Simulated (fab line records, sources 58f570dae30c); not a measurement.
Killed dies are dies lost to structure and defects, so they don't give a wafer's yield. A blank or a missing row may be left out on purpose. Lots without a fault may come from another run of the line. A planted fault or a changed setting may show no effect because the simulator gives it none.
fab line records | flow berkeley_cmos170
record lots=5 wafers=23
route steps=331 shown START@3 ZERO@12 NWELL@28 ACTIVE@62 FIELD@90 SACOX@98 PVT@122 GATE@125
start_h: hours from the record's first day to the start of the lot's first wafer shown | wait_h: hours since the lot's step before | " the same as in the row above | L1.1+2: a row that stands for several wafers | - no value, or no start given | * or withheld: withheld | < > ~ a bound
route shown NAME@n: a module of which the file shows steps, and the number in the route of the first | usual: mean/standard deviation of fault-free wafers | same: alike in all rows | chamber/n: place in a boat | sites: the reading at each site | _std_site: their standard deviation | _edge_site: outer sites' mean less inner sites' | radius_mm: how far each site lies from the wafer's centre | mask NAME#n: copy n | behind: the tool/chamber that last shaped the wafer | hold: why the lot was held/for how many hours/how that ended | device: the transistor (n, p or np) that didn't switch | end of line: the same wafers' tests at the end of the route | a step without rows: its recipe alone | killed: dies lost to structure and defects at the first sort, not the wafer's yield | map: a wafer's dies, x killed, . not, _ none there
set.NAME: the setting as run; set.NAME@STEP: as run at that earlier step | model.NAME: the simulator's own value behind a step, which no gauge read
lots whose settings were changed on purpose; a table a step, a row a wafer
## steps
# step UCB170_START_OXIDATION_02
# recipe temp_c=950 ambient=O2 target_thk_a=200 ox_time_s=1800
# columns lot.wafer tool chamber start_h wait_h set.temp_c model.SiO2_of_START_OXIDATION_02.thk_nm
L075.1 - - - 4.3 938.8 17.7
L075.2 " - " " 938.8 17.36
L075.3 " - " " 938.8 17.77
L075.5 " - " " 938.8 17.63
L075.6 " - " " 938.8 17.55
L079.1 - - - 0.0 950 19.92
L079.2 " - " " 950 19.88
L079.3 " - " " 950 20.19
L079.5 " - " " 950 20.17
L079.6 " - " " 950 19.89
L080.1 - - - 1.3 968.7 23.54
L080.3 " - " " 968.7 23.22
L080.4+6 " - " " 968.7 23.73
L080.5 " - " " 968.7 23.55
L082.2 furnace-02 0 57.63 4.5 950 20.25
L082.3 " 0 " " 950 19.87
L082.6 " 0 " " 950 19.97
L085.1 - - - 5.2 974.1 24.97
L085.2 " - " " 974.1 24.81
L085.3 " - " " 974.1 25.02
L085.4 " - " " 974.1 24.95
L085.5 " - " " 974.1 24.72
# step UCB170_START_THK_MEAS_03
# recipe reads=SiO2_of_START_OXIDATION_02
# usual START_OXIDE_THK=19.96/0.27
# columns lot.wafer tool chamber start_h wait_h set.temp_c@START_OXIDATION_02 START_OXIDE_THK[nm]
L075.1 film_metro-02 - - - 938.8 17.68
L075.2 " - " " 938.8 17.36
L075.3 " - " " 938.8 17.76
L075.5 " - " " 938.8 17.63
L075.6 " - " " 938.8 17.57
L079.1 film_metro-01 - - - 950 19.96
L079.2 " - " " 950 19.95
L079.3 " - " " 950 20.16
L079.5 " - " " 950 20.15
L079.6 " - " " 950 19.96
L080.1 film_metro-04 - - - 968.7 23.54
L080.3 " - " " 968.7 23.22
L080.4 " - " " 968.7 23.76
L080.5 " - " " 968.7 23.56
L080.6 " - " " 968.7 23.74
L082.2 film_metro-04 - 59.14 0.0 950 20.23
L082.3 " - " " 950 19.89
L082.6 " - " " 950 19.95
L085.1 film_metro-02 - - - 974.1 25.03
L085.2 " - " " 974.1 24.80
L085.3 " - " " 974.1 24.98
L085.4 " - " " 974.1 24.99
L085.5 " - " " 974.1 24.73
# step UCB170_ZERO_ETCH_06
# recipe chemistry=CHF3/CF4/Ar target=SiO2 time_s=12 pressure_mtorr=100 rf_w=500 CHF3_flow_sccm=50 cf4_flow_sccm=10 Ar_flow_sccm=120 over_etch_frac=1.58
# usual oes_product_au=0.621/0.007
# columns lot.wafer tool chamber start_h wait_h set.over_etch_frac oes_product_au
L075.1 rie_diel-02 2 28.59 - 1.58 0.632
L075.2 " 0 " " 1.58 0.628
L075.3 " 1 " " 1.152 0.663
L075.5 " 1 " " 1.152 0.665
L075.6 " 2 " " 1.58 0.634
L079.1 rie_diel-01 0 42.10 - 1.58 0.611
L079.2 " 1 " " 1.58 0.621
L079.3 " 2 " " 1.58 0.619
L079.5 " 1 " " 1.58 0.628
L079.6 " 0 " " 1.58 0.617
L080.1 rie_diel-01 1 51.50 - 1.58 0.623
L080.3 " 0 " " 1.58 0.616
L080.4 " 3 " " 1.58 0.627
L080.5 " 3 " " 1.58 0.615
L080.6 " 0 " " 1.58 0.617
L082.2 rie_diel-01 1 64.29 - 1.58 0.619
L082.3 " 0 " " 1.58 0.614
L082.6 " 3 " " 1.58 0.618
L085.1 rie_diel-01 0 80.13 - 1.999 0.581
L085.2 " 2 " " 1.58 0.613
L085.3 " 3 " " 1.999 0.583
L085.4 " 1 " " 1.58 0.630
L085.5 " 0 " " 1.999 0.588
# step UCB170_NWELL_IMPLANT_14
# recipe species=P dose_cm2=1e+13 energy_kev=150 tilt_deg=7
# columns lot.wafer tool chamber start_h wait_h set.energy_kev model.implant.rp_nm model.implant.drp_nm
L075.1+3+6 implanter-03 0 44.23 0.1 157.7 202.4 65.12
L075.2+5 " 0 " " 150 192.1 62.72
L079.1+3+6 implanter-03 0 55.31 0.1 143 176.1 60.42
L079.2+5 " 0 " " 150 185.1 62.72
L080.1+3+6 implanter-02 0 65.65 0.1 158.6 196.7 65.39
L080.4+5 " 0 " " 150 185.6 62.72
L082.2+3+6 implanter-02 0 79.86 0.1 150 188 62.72
L085.1+2+4 implanter-02 0 96.20 0.1 143.6 180.3 60.62
L085.3+5 " 0 " " 150 188.7 62.72
# step UCB170_ACTIVE_OXIDATION_02
# recipe temp_c=1000 ambient=O2 target_thk_a=264 ox_time_s=1260
# columns lot.wafer tool chamber start_h wait_h set.temp_c model.SiO2_of_ACTIVE_OXIDATION_02.thk_nm
L075.1 - - - 3.8 1029 33.72
L075.2 " - " " 1029 33.78
L075.3 " - " " 1029 33.87
L075.5 " - " " 1029 33.95
L075.6 " - " " 1029 32.98
L079.1 - - - 4.4 985.4 22.4
L079.2 " - " " 985.4 22.53
L079.3 " - " " 985.4 22.49
L079.5 " - " " 985.4 22.85
L079.6 " - " " 985.4 22.75
L080.1 - - - 3.7 981 21.5
L080.3 " - " " 981 21.76
L080.4 " - " " 981 21.54
L080.5 " - " " 981 21.05
L080.6 " - " " 981 21.42
L082.2 furnace-04 0 125.97 3.8 1000 25.46
L082.3 " 0 " " 1000 25.76
L082.6 " 0 " " 1000 25.32
L085.1 - - - 7.7 1009 28.67
L085.2 " - " " 1009 28.58
L085.3 " - " " 1009 28.73
L085.4 " - " " 1009 28.37
L085.5 " - " " 1009 28.62
# step UCB170_ACTIVE_THK_MEAS_03
# recipe reads=SiO2_of_ACTIVE_OXIDATION_02
# usual ACTIVE_OXIDE_THK=26.1/0.47
# columns lot.wafer tool chamber start_h wait_h set.temp_c@ACTIVE_OXIDATION_02 ACTIVE_OXIDE_THK[nm]
L075.1 film_metro-04 - - - 1029 33.7
L075.2 " - " " 1029 33.8
L075.3 " - " " 1029 33.9
L075.5 " - " " 1029 33.9
L075.6 " - " " 1029 33.0
L079.1 film_metro-02 - - - 985.4 22.4
L079.2 " - " " 985.4 22.5
L079.3 " - " " 985.4 22.5
L079.5 " - " " 985.4 22.9
L079.6 " - " " 985.4 22.8
L080.1 film_metro-04 - - - 981 21.5
L080.3 " - " " 981 21.8
L080.4 " - " " 981 21.5
L080.5 " - " " 981 21.0
L080.6 " - " " 981 21.5
L082.2 film_metro-04 - 127.33 0.0 1000 25.4
L082.3 " - " " 1000 25.8
L082.6 " - " " 1000 25.3
L085.1 film_metro-02 - - - 1009 28.7
L085.2 " - " " 1009 28.6
L085.3 " - " " 1009 28.8
L085.4 " - " " 1009 28.4
L085.5 " - " " 1009 28.6
# step UCB170_FIELD_OXIDATION_01
# recipe temp_c=1000 ambient=H2O p_h2o_torr=584.62 target_thk_a=5583 ox_time_s=7200
# columns lot.wafer tool chamber start_h wait_h set.temp_c model.SiO2_of_FIELD_OXIDATION_01.thk_nm
L075.1 - - - 5.6 1000 557.7
L075.2 " - " " 1000 558.6
L075.3 " - " " 1000 546.5
L075.5 " - " " 1000 554.3
L075.6 " - " " 1000 556.7
L079.1 - - - 3.0 984.9 518.2
L079.2 " - " " 984.9 517.4
L079.3 " - " " 984.9 513.3
L079.5 " - " " 984.9 509.1
L079.6 " - " " 984.9 512.5
L080.1 - - - 4.7 1023 639.9
L080.3 " - " " 1023 639.5
L080.4 " - " " 1023 640
L080.5 " - " " 1023 636.4
L080.6 " - " " 1023 643.3
L082.2 furnace-01 0 144.42 3.8 1000 535
L082.3 " 0 " " 1000 545.1
L082.6 " 0 " " 1000 539.1
L085.1 - - - 2.6 1000 558.4
L085.2 " - " " 1000 557.4
L085.3 " - " " 1000 573.4
L085.4 " - " " 1000 575.1
L085.5 " - " " 1000 558.6
# step UCB170_FIELD_THK_MEAS_02
# recipe reads=SiO2_of_FIELD_OXIDATION_01
# usual FIELD_OXIDE_THK=556/11
# columns lot.wafer tool chamber start_h wait_h set.temp_c@FIELD_OXIDATION_01 FIELD_OXIDE_THK[nm]
L075.1 film_metro-01 - - - 1000 558
L075.2 " - " " 1000 559
L075.3 " - " " 1000 546
L075.5 " - " " 1000 554
L075.6 " - " " 1000 557
L079.1 film_metro-04 - - - 984.9 518
L079.2 " - " " 984.9 517
L079.3 " - " " 984.9 513
L079.5 " - " " 984.9 509
L079.6 " - " " 984.9 513
L080.1 film_metro-04 - - - 1023 640
L080.3 " - " " 1023 639
L080.4 " - " " 1023 640
L080.5 " - " " 1023 637
L080.6 " - " " 1023 643
L082.2 film_metro-04 - 147.43 0.0 1000 535
L082.3 " - " " 1000 545
L082.6 " - " " 1000 539
L085.1 film_metro-01 - - - 1000 558
L085.2 " - " " 1000 557
L085.3 " - " " 1000 573
L085.4 " - " " 1000 575
L085.5 " - " " 1000 558
# step UCB170_FIELD_ANNEAL_03
# recipe temp_c=1000 time_s=1200 ambient=N2
# step UCB170_FIELD_WET_ETCH_04
# recipe chemistry=dHF dilution=10:1 target=SiO2 temp_c=25 time_s=60
# step UCB170_FIELD_WET_ETCH_05
# recipe chemistry=H3PO4 target=Si3N4 temp_c=160 time_s=12600
# columns lot.wafer tool chamber start_h wait_h set.temp_c@FIELD_OXIDATION_01 model.SiO2_of_FIELD_OXIDATION_01.thk_nm
L075.1 wet_bench-04 1 113.21 0.0 1000 491.7
L075.2 " 1 " " 1000 492.5
L075.3 " 1 " " 1000 480.5
L075.5 " 1 " " 1000 488.1
L075.6 " 1 " " 1000 491.1
L079.1 wet_bench-04 0 126.35 0.0 984.9 452.6
L079.2 " 0 " " 984.9 451.8
L079.3 " 0 " " 984.9 447.4
L079.5 " 0 " " 984.9 443.3
L079.6 " 0 " " 984.9 446.8
L080.1+4 wet_bench-02 3 140.20 0.0 1023 573.3
L080.3 " 3 " " 1023 572.7
L080.5 " 3 " " 1023 569.5
L080.6 " 3 " " 1023 576.6
L082.2 wet_bench-04 3 154.02 0.2 1000 468
L082.3 " 3 " " 1000 478.3
L082.6 " 3 " " 1000 472.3
L085.1 wet_bench-02 1 168.70 0.0 1000 492.1
L085.2 " 1 " " 1000 490.9
L085.3 " 1 " " 1000 507.1
L085.4 " 1 " " 1000 508.9
L085.5 " 1 " " 1000 492.3
# step UCB170_FIELD_WET_ETCH_06
# recipe chemistry=BOE dilution=5:1 target=SiO2 temp_c=25 time_s=22
# step UCB170_FIELD_THK_MEAS_90
# recipe reads=SiO2_of_FIELD_OXIDATION_01
# usual FIELD_OXIDE_LEFT_1_THK=439/11
# columns lot.wafer tool chamber start_h wait_h set.temp_c@FIELD_OXIDATION_01 FIELD_OXIDE_LEFT_1_THK[nm]
L075.1 film_metro-01 - 116.74 0.0 1000 442
L075.2 " - " " 1000 443
L075.3 " - " " 1000 431
L075.5 " - " " 1000 439
L075.6 " - " " 1000 442
L079.1 film_metro-04 - 130.54 0.0 984.9 403
L079.2 " - " " 984.9 402
L079.3 " - " " 984.9 398
L079.5 " - " " 984.9 393
L079.6 " - " " 984.9 397
L080.1 film_metro-01 - 144.05 0.0 1023 524
L080.3 " - " " 1023 523
L080.4 " - " " 1023 524
L080.5 " - " " 1023 519
L080.6 " - " " 1023 526
L082.2 film_metro-04 - 157.55 0.0 1000 418
L082.3 " - " " 1000 429
L082.6 " - " " 1000 423
L085.1 film_metro-03 - 172.29 0.0 1000 442
L085.2 " - " " 1000 441
L085.3 " - " " 1000 458
L085.4 " - " " 1000 460
L085.5 " - " " 1000 443
# step UCB170_SACOX_OXIDATION_01
# recipe temp_c=900 ambient=O2 target_thk_a=144 ox_time_s=2400
# columns lot.wafer tool chamber start_h wait_h set.ox_time_s model.SiO2_of_SACOX_OXIDATION_01.thk_nm
L075.1 - - - 4.8 2224 13.86
L075.2 " - " " 2224 14.03
L075.3 " - " " 2224 13.59
L075.5 " - " " 2224 14.07
L075.6 " - " " 2224 14.05
L079.1 - - - 6.4 2711 15.81
L079.2 " - " " 2711 15.83
L079.3 " - " " 2711 15.57
L079.5 " - " " 2711 15.68
L079.6 " - " " 2711 15.7
L080.1 - - - 3.2 2175 13.65
L080.3 " - " " 2175 13.31
L080.4 " - " " 2175 13.59
L080.5 " - " " 2175 13.88
L080.6 " - " " 2175 13.63
L082.2 furnace-04 0 160.32 2.7 2400 14.51
L082.3 " 0 " " 2400 14.53
L082.6 " 0 " " 2400 14.49
L085.1 - - - 5.1 2262 14.04
L085.2 " - " " 2262 14.07
L085.3 " - " " 2262 13.95
L085.4 " - " " 2262 13.85
L085.5 " - " " 2262 14.19
# step UCB170_SACOX_THK_MEAS_02
# recipe reads=SiO2_of_SACOX_OXIDATION_01
# usual SACOX_OXIDE_THK=14.40/0.21
# columns lot.wafer tool chamber start_h wait_h set.ox_time_s@SACOX_OXIDATION_01 SACOX_OXIDE_THK[nm]
L075.1 film_metro-03 - - - 2224 13.83
L075.2 " - " " 2224 14.05
L075.3 " - " " 2224 13.61
L075.5 " - " " 2224 14.09
L075.6 " - " " 2224 14.00
L079.1 film_metro-01 - - - 2711 15.82
L079.2 " - " " 2711 15.84
L079.3 " - " " 2711 15.52
L079.5 " - " " 2711 15.66
L079.6 " - " " 2711 15.70
L080.1 film_metro-03 - - - 2175 13.62
L080.3 " - " " 2175 13.31
L080.4 " - " " 2175 13.54
L080.5 " - " " 2175 13.87
L080.6 " - " " 2175 13.63
L082.2 film_metro-02 - 161.99 0.0 2400 14.48
L082.3 " - " " 2400 14.56
L082.6 " - " " 2400 14.48
L085.1 film_metro-03 - - - 2262 14.02
L085.2 " - " " 2262 14.05
L085.3 " - " " 2262 13.95
L085.4 " - " " 2262 13.84
L085.5 " - " " 2262 14.21
# step UCB170_PVT_IMPLANT_07
# recipe species=P dose_cm2=2e+12 energy_kev=30 tilt_deg=7
# columns lot.wafer tool chamber start_h wait_h set.dose_cm2
L075.1+5 implanter-04 0 139.28 0.0 2.062e+12
L075.2+3+6 " 0 " " 2e+12
L079.1+3+6 implanter-03 0 158.11 0.0 1.941e+12
L079.2+5 " 0 " " 2e+12
L080.1+5 implanter-02 0 166.30 0.0 2.066e+12
L080.3+4+6 " 0 " " 2e+12
L082.2+3+6 implanter-03 0 176.19 0.0 2e+12
L085.1+2+3 implanter-02 0 207.53 0.0 2.131e+12
L085.4+5 " 0 " " 2e+12
# step UCB170_PVT_STRIP_08
# recipe chemistry=O2 power_w=400 pressure_mtorr=3500 platen_temp_c=withheld o2_flow_sccm=400 overash_fraction=0.5
# step UCB170_PVT_TW_MEAS_09
# usual PVT_TW=509/3.7
# columns lot.wafer tool chamber start_h wait_h set.dose_cm2@PVT_IMPLANT_07 PVT_TW
L075.1 film_metro-03 - 139.53 0.1 2.062e+12 515
L075.2 " - " " 2e+12 511
L075.3 " - " " 2e+12 506
L075.5 " - " " 2.062e+12 512
L075.6 " - " " 2e+12 511
L079.1 film_metro-03 - 158.36 0.1 1.941e+12 506
L079.2 " - " " 2e+12 508
L079.3 " - " " 1.941e+12 505
L079.5 " - " " 2e+12 507
L079.6 " - " " 1.941e+12 503
L080.1 film_metro-04 - 166.55 0.1 2.066e+12 512
L080.3 " - " " 2e+12 508
L080.4 " - " " 2e+12 510
L080.5 " - " " 2.066e+12 515
L080.6 " - " " 2e+12 511
L082.2 film_metro-04 - 176.43 0.1 2e+12 504
L082.3 " - " " 2e+12 503
L082.6 " - " " 2e+12 501
L085.1 film_metro-04 - 207.78 0.1 2.131e+12 523
L085.2 " - " " 2.131e+12 524
L085.3 " - " " 2.131e+12 521
L085.4 " - " " 2e+12 512
L085.5 " - " " 2e+12 512
# step UCB170_GATE_WET_ETCH_00
# recipe chemistry=dHF dilution=25:1 target=SiO2 temp_c=25 time_s=200
# step UCB170_FIELD_THK_MEAS_91
# recipe reads=SiO2_of_FIELD_OXIDATION_01
# usual FIELD_OXIDE_LEFT_2_THK=352/11
# columns lot.wafer tool chamber start_h wait_h set.temp_c@FIELD_OXIDATION_01 FIELD_OXIDE_LEFT_2_THK[nm]
L075.1 film_metro-04 - 139.66 0.0 1000 354
L075.2 " - " " 1000 355
L075.3 " - " " 1000 343
L075.5 " - " " 1000 351
L075.6 " - " " 1000 354
L079.1 film_metro-03 - 158.48 0.0 984.9 315
L079.2 " - " " 984.9 314
L079.3 " - " " 984.9 310
L079.5 " - " " 984.9 306
L079.6 " - " " 984.9 309
L080.1 film_metro-01 - 166.67 0.0 1023 435
L080.3 " - " " 1023 435
L080.4 " - " " 1023 436
L080.5 " - " " 1023 432
L080.6 " - " " 1023 439
L082.2 film_metro-03 - 176.69 0.0 1000 332
L082.3 " - " " 1000 342
L082.6 " - " " 1000 336
L085.1 film_metro-03 - 207.91 0.0 1000 355
L085.2 " - " " 1000 354
L085.3 " - " " 1000 370
L085.4 " - " " 1000 371
L085.5 " - " " 1000 356
# step UCB170_GATE_COAT_07
# recipe resist=KrF spin_rpm=1500 resist_thk_nm=900
# columns lot.wafer tool chamber start_h wait_h set.spin_rpm model.KrF_of_GATE_COAT_07.thk_nm
L075.1 litho_track-02 0 - - 1500 903.1
L075.2 " 0 " " 1500 902
L075.3 " 0 " " 1500 902.6
L075.5 " 0 " " 1500 904.3
L075.6 " 0 " " 1500 901.8
L079.1 litho_track-01 0 - - 1500 895.7
L079.2 " 0 " " 1500 893.8
L079.3 " 0 " " 1465 904.1
L079.5 " 0 " " 1500 898.9
L079.6 " 0 " " 1465 908
L080.1 litho_track-01 0 - - 1415 921.5
L080.3 " 0 " " 1500 895
L080.4 " 0 " " 1415 921.8
L080.5 " 0 " " 1500 896.9
L080.6 " 0 " " 1500 894.6
L082.2 litho_track-03 0 - - 1500 899.8
L082.3 " 0 " " 1500 898.2
L082.6 " 0 " " 1500 901.4
L085.1 litho_track-02 0 - - 1411 932.5
L085.2 " 0 " " 1500 902
L085.3 " 0 " " 1411 929.7
L085.4 " 0 " " 1500 904.3
L085.5 " 0 " " 1500 903.8
# step UCB170_GATE_ETCH_15
# recipe chemistry=HBr/Cl2 target=poly-Si stop_on=SiO2 over_etch_frac=0.3 icp_w=300 bias_w=150 time_s=56.3 pressure_mtorr=15 HBr_flow_sccm=150 Cl2_flow_sccm=50 target_depth_a=2782
# columns lot.wafer tool chamber start_h wait_h set.bias_w set.spin_rpm@GATE_COAT_07 model.KrF_of_GATE_COAT_07.thk_nm
L075.1 rie_si-01 3 154.54 - 150 1500 778
L075.2 " 1 " " 150 1500 778.8
L075.3 " 2 " " 150 1500 777.3
L075.5 " 2 " " 150 1500 778.4
L075.6 " 1 " " 150 1500 778.3
L079.1 rie_si-01 2 171.31 - 150 1500 770.9
L079.2 " 0 " " 150 1500 771.9
L079.3 " 3 " " 150 1465 780
L079.5 " 1 " " 150 1500 775.3
L079.6 " 0 " " 150 1465 786.3
L080.1 rie_si-01 2 183.51 - 155.3 1415 796.2
L080.3 " 3 " " 155.3 1500 771
L080.4 " 0 " " 150 1415 801.4
L080.5 " 2 " " 150 1500 772.2
L080.6 " 1 " " 155.3 1500 770.7
L082.2 rie_si-01 0 203.03 - 150 1500 779.5
L082.3 " 1 " " 150 1500 776
L082.6 " 0 " " 150 1500 780.5
L085.1 rie_si-02 2 225.76 - 150 1411 810.3
L085.2 " 0 " " 150 1500 780
L085.3 " 1 " " 150 1411 800.5
L085.4 " 3 " " 150 1500 781.5
L085.5 " 0 " " 150 1500 782
## key
split step=UCB170_START_OXIDATION_02 setting=temp_c stated=950 by=lot
response step=UCB170_START_OXIDATION_02 reading=model.SiO2_of_START_OXIDATION_02.thk_nm change=+1.92 per=1% r=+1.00
response step=UCB170_START_THK_MEAS_03 reading=START_OXIDE_THK change=+1.92 per=1% r=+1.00
split step=UCB170_ZERO_ETCH_06 setting=over_etch_frac stated=1.58 by=wafer
response step=UCB170_ZERO_ETCH_06 reading=oes_product_au change=-0.00131 per=1% r=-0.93
split step=UCB170_NWELL_IMPLANT_14 setting=energy_kev stated=150 by=wafer
response step=UCB170_NWELL_IMPLANT_14 reading=model.implant.rp_nm change=+1.96 per=1% r=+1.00
response step=UCB170_NWELL_IMPLANT_14 reading=model.implant.drp_nm change=+0.477 per=1% r=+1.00
split step=UCB170_ACTIVE_OXIDATION_02 setting=temp_c stated=1000 by=lot
response step=UCB170_ACTIVE_OXIDATION_02 reading=model.SiO2_of_ACTIVE_OXIDATION_02.thk_nm change=+2.54 per=1% r=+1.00
response step=UCB170_ACTIVE_THK_MEAS_03 reading=ACTIVE_OXIDE_THK change=+2.54 per=1% r=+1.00
split step=UCB170_FIELD_OXIDATION_01 setting=temp_c stated=1000 by=lot
response step=UCB170_FIELD_OXIDATION_01 reading=model.SiO2_of_FIELD_OXIDATION_01.thk_nm change=+33.5 per=1% r=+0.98
response step=UCB170_FIELD_THK_MEAS_02 reading=FIELD_OXIDE_THK change=+33.6 per=1% r=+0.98
response step=UCB170_FIELD_WET_ETCH_05 reading=model.SiO2_of_FIELD_OXIDATION_01.thk_nm change=+33.3 per=1% r=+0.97
response step=UCB170_FIELD_THK_MEAS_90 reading=FIELD_OXIDE_LEFT_1_THK change=+33.3 per=1% r=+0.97
response step=UCB170_FIELD_THK_MEAS_91 reading=FIELD_OXIDE_LEFT_2_THK change=+33.2 per=1% r=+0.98
split step=UCB170_SACOX_OXIDATION_01 setting=ox_time_s stated=2400 by=lot
response step=UCB170_SACOX_OXIDATION_01 reading=model.SiO2_of_SACOX_OXIDATION_01.thk_nm change=+0.0918 per=1% r=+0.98
response step=UCB170_SACOX_THK_MEAS_02 reading=SACOX_OXIDE_THK change=+0.0917 per=1% r=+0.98
split step=UCB170_PVT_IMPLANT_07 setting=dose_cm2 stated=2e+12 by=wafer
response step=UCB170_PVT_TW_MEAS_09 reading=PVT_TW change=+1.42 per=1% r=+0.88
split step=UCB170_GATE_COAT_07 setting=spin_rpm stated=1500 by=wafer
response step=UCB170_GATE_COAT_07 reading=model.KrF_of_GATE_COAT_07.thk_nm change=-4.61 per=1% r=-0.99
response step=UCB170_GATE_ETCH_15 reading=model.KrF_of_GATE_COAT_07.thk_nm change=-4.45 per=1% r=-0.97
split step=UCB170_GATE_ETCH_15 setting=bias_w stated=150 by=wafer
response none clear
